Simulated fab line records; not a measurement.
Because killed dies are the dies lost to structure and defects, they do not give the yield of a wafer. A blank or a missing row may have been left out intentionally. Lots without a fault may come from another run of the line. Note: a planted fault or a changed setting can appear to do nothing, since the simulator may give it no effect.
Which tool was responsible? || flow berkeley-cmos170 || 45 wafers from 15 lots sampled at 2 of the route's 331 steps

## WHAT THE GAUGES READ, wafer by wafer
UCB170_NVT_TW_MEAS_09. Usual: NVT_TW 525.9, standard deviation 2.8.
{"lot": "L499", "measured": "day 5 01:33", "on": "film-metro-03", "NVT_TW": "520.9 522.1 524.1", "flag": ""}
{"lot": "L500", "measured": "day 5 01:50", "on": "film-metro-02", "NVT_TW": "528.2 527.7 527.8", "flag": ""}
{"lot": "L501", "measured": "day 5 09:28", "on": "film-metro-03", "NVT_TW": "521.6 519.9 525.5", "flag": ""}
{"lot": "L502", "measured": "day 5 13:12", "on": "film-metro-03", "NVT_TW": "522.8 523.9 525.1", "flag": ""}
{"lot": "L504", "measured": "day 6 06:16", "on": "film-metro-03", "NVT_TW": "524.8 526.8 526.7", "flag": ""}
{"lot": "L503", "measured": "day 6 06:33", "on": "film-metro-02", "NVT_TW": "531.0 532.4 528.4", "flag": ""}
{"lot": "L507", "measured": "day 6 18:32", "on": "film-metro-03", "NVT_TW": "525.7 528.2 528.5", "flag": ""}
{"lot": "L505", "measured": "day 6 18:48", "on": "film-metro-03", "NVT_TW": "526.6 527.9 529.4", "flag": ""}
{"lot": "L508", "measured": "day 6 18:49", "on": "film-metro-01", "NVT_TW": "527.1 528.9 529.5", "flag": ""}
{"lot": "L513", "measured": "day 7 22:05", "on": "film-metro-01", "NVT_TW": "538.0 538.5 536.1", "flag": "OFF"}
{"lot": "L512", "measured": "day 7 22:19", "on": "film-metro-03", "NVT_TW": "536.7 541.6 535.3", "flag": "OFF"}
{"lot": "L516", "measured": "day 8 18:26", "on": "film-metro-03", "NVT_TW": "525.9 524.6 526.6", "flag": ""}
{"lot": "L514", "measured": "day 8 18:32", "on": "film-metro-01", "NVT_TW": "537.6 534.8 538.3", "flag": "OFF"}
{"lot": "L520", "measured": "day 9 14:40", "on": "film-metro-01", "NVT_TW": "529.3 524.4 526.8", "flag": ""}
{"lot": "L522", "measured": "day 10 00:07", "on": "film-metro-01", "NVT_TW": "521.8 523.5 523.8", "flag": ""}

## TOOL THAT RAN EACH LOT (tool first, then ch and the chambers of the sampled wafers, then the start)
{"lot": "L499", "UCB170_NVT_IMPLANT_07": "implanter-03 ch 0, day 5 01:18"}
{"lot": "L500", "UCB170_NVT_IMPLANT_07": "implanter-04 ch 0, day 5 01:36"}
{"lot": "L501", "UCB170_NVT_IMPLANT_07": "implanter-02 ch 0, day 5 09:13"}
{"lot": "L502", "UCB170_NVT_IMPLANT_07": "implanter-04 ch 0, day 5 12:59"}
{"lot": "L504", "UCB170_NVT_IMPLANT_07": "implanter-02 ch 0, day 6 06:01"}
{"lot": "L503", "UCB170_NVT_IMPLANT_07": "implanter-02 ch 0, day 6 06:20"}
{"lot": "L507", "UCB170_NVT_IMPLANT_07": "implanter-02 ch 0, day 6 18:19"}
{"lot": "L505", "UCB170_NVT_IMPLANT_07": "implanter-04 ch 0, day 6 18:33"}
{"lot": "L508", "UCB170_NVT_IMPLANT_07": "implanter-02 ch 0, day 6 18:34"}
{"lot": "L513", "UCB170_NVT_IMPLANT_07": "implanter-02 ch 0, day 7 21:52"}
{"lot": "L512", "UCB170_NVT_IMPLANT_07": "implanter-02 ch 0, day 7 22:05"}
{"lot": "L516", "UCB170_NVT_IMPLANT_07": "implanter-04 ch 0, day 8 18:13"}
{"lot": "L514", "UCB170_NVT_IMPLANT_07": "implanter-02 ch 0, day 8 18:17"}
{"lot": "L520", "UCB170_NVT_IMPLANT_07": "implanter-04 ch 0, day 9 14:26"}
{"lot": "L522", "UCB170_NVT_IMPLANT_07": "implanter-04 ch 0, day 9 23:52"}
- UCB170_NVT_IMPLANT_07

## WHAT THE TOOLS THEMSELVES READ (means of the sampled wafers that have a number; where no wafer has one, the mark that the record gives instead)
UCB170_NVT_IMPLANT_07. Usual: beam-energy-keV at 49.999, with a standard deviation of 0.016.
{"lot": "L499", "tool": "implanter-03", "beam-energy-keV": 49.990, "flag": ""}
{"lot": "L500", "tool": "implanter-04", "beam-energy-keV": 49.990, "flag": ""}
{"lot": "L501", "tool": "implanter-02", "beam-energy-keV": 49.998, "flag": ""}
{"lot": "L502", "tool": "implanter-04", "beam-energy-keV": 49.976, "flag": ""}
{"lot": "L504", "tool": "implanter-02", "beam-energy-keV": 49.990, "flag": ""}
{"lot": "L503", "tool": "implanter-02", "beam-energy-keV": 49.997, "flag": ""}
{"lot": "L507", "tool": "implanter-02", "beam-energy-keV": 50.024, "flag": ""}
{"lot": "L505", "tool": "implanter-04", "beam-energy-keV": 49.986, "flag": ""}
{"lot": "L508", "tool": "implanter-02", "beam-energy-keV": 49.995, "flag": ""}
{"lot": "L513", "tool": "implanter-02", "beam-energy-keV": 55.199, "flag": "OFF"}
{"lot": "L512", "tool": "implanter-02", "beam-energy-keV": 55.213, "flag": "OFF"}
{"lot": "L516", "tool": "implanter-04", "beam-energy-keV": 50.009, "flag": ""}
{"lot": "L514", "tool": "implanter-02", "beam-energy-keV": 55.212, "flag": "OFF"}
{"lot": "L520", "tool": "implanter-04", "beam-energy-keV": 50.007, "flag": ""}
{"lot": "L522", "tool": "implanter-04", "beam-energy-keV": 50.002, "flag": ""}

## THE ANSWER, worked out from the rows above alone
Rule: take the mean of a lot's wafers that have a number; if it is more than 3 standard deviations from the usual mean, the lot is off. A lot without any number at a reading at which 4 lots or more have one is off too. Where the step has rows for the other lots, those lots are counted as sound. The gauges are gone through in route order, then the tools' own readings, and for those a lot's mean is taken as printed above. At the first step where some lot is off, the reading lying furthest off is the one used; lots without a number count as furthest.
Off: L513, L512, L514, at UCB170_NVT_TW_MEAS_09 (NVT_TW).
If a tool, at a process step before that reading, ran all the lots that are off and no sound lot after the first of them, it fits. Not tried: the gauges at UCB170_NVT_TW_MEAS_09; whatever is off there is also off at UCB170_NVT_IMPLANT_07, on other tools, and gauge error can't account for it. One candidate fits, namely implanter-02 at UCB170_NVT_IMPLANT_07. A fault onset in the window from L508 (day 6 18:34, its last sound lot) to L513 (day 7 21:52, its first lot off) fits.
On the lots that are off, the tool's own readings at UCB170_NVT_IMPLANT_07 differ by more than 5 times the standard deviation of the sound lots' means, which bears it out; beam-energy-keV reads 55.208 there versus 49.997 on the sound lots.

## WHAT THE SIMULATOR HAD INSERTED
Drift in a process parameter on implanter-02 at UCB170_NVT_IMPLANT_07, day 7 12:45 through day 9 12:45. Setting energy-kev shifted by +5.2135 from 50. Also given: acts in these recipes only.
Lots struck among those shown: L513, L512, L514. The rule above reached the same finding.
